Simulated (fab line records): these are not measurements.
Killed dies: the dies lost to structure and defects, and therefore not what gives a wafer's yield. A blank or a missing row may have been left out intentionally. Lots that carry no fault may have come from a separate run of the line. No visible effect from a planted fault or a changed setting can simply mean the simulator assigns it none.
2 desks, one fault    flow berkeley-cmos170    every desk sees just its own numbers, and what lay behind them comes last

## FROM THE METROLOGY DESK
Lot by lot, what the gauges showed, no matter which tool ran the lot: averages of those sampled wafers that carry a number. If a lot's mean is further than 4 standard deviations from the usual mean, the lot is out of limits and carries the mark OUT (the distance appears in the brackets).
Columns: A = PVT_OVL at UCB170_PVT_OVL_MEAS_06, usual -1 nm; B = PVT_TW at UCB170_PVT_TW_MEAS_09, usual 509; C = FIELD_OXIDE_LEFT_2_THK at UCB170_FIELD_THK_MEAS_91, usual 344 nm; D = GATE_OXIDE_THK at UCB170_GATE_THK_MEAS_02, usual 6.61 nm; E = GATE_POLY_THK at UCB170_GATE_THK_MEAS_05, usual 212.5 nm; F = cd-nm at UCB170_GATE_CD_MEAS_12, usual 350.0 nm; G = GATE_OVL at UCB170_GATE_OVL_MEAS_13, usual 1 nm
lot   first seen here  A   B    C    D     E      F      G
L421  day 7 19:47      -3  511  342  6.58  209.8  352.1  5
L428  day 8 07:15      -6  509  342  6.66  213.3  351.7  6
L435  day 10 02:48     -1  510  358  6.66  212.3  347.9  -3
L437  day 10 18:35     -3  510  328  6.35  212.1  347.7  1
L441  day 10 19:35     1   509  344  6.39  212.1  351.9  0
L440  day 10 19:41     -6  505  342  6.55  213.1  349.9  4
L438  day 10 19:56     4   504  333  6.49  215.1  349.6  5
Result from this desk: across the 7 lots, nothing is out of limits.

## FOR THE TOOL OWNER'S DESK: litho-track-04
The tool's own readings at UCB170_GATE_COAT_07 (resist thk 900 nm): means of the sampled wafers that have a number, for each lot that ran on this tool. If a lot's mean is further than 4 standard deviations from the usual mean, the lot is out of limits and carries the mark OUT (the distance appears in the brackets).
Columns: A = spin-speed-rpm at UCB170_GATE_COAT_07, usual 1500.0 rpm
lot   first seen here  A
L428  day 8 20:00      1499.3
L435  day 10 21:00     1591.0 (+95) OUT
L437  day 11 07:00     1590.7 (+94) OUT
L438  day 11 08:00     1590.4 (+94) OUT
This desk's verdict: out of limits on L435, L437, L438, starting with L435 at day 10 21:00 (spin-speed-rpm at UCB170_GATE_COAT_07). In limits: L428.

## BROUGHT TOGETHER
The tool owner's desk had the chance to raise an alarm at day 10 21:00 on L435, L437, L438.
From the metrology desk's view, nothing was out of limits.
The metrology desk holds a record of L435, L437, L438, inside its limits.
On litho-track-04, each named lot ran UCB170_GATE_COAT_07.

## WHAT THE SIMULATOR HAD INSERTED
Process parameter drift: litho-track-04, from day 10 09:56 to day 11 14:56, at UCB170_GATE_COAT_07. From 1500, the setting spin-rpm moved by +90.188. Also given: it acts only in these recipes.
Shown lots that were struck: L435, L437, L438.
Each desk's first reading out of limits, in hours after the fault started: the tool owner's desk, 11.
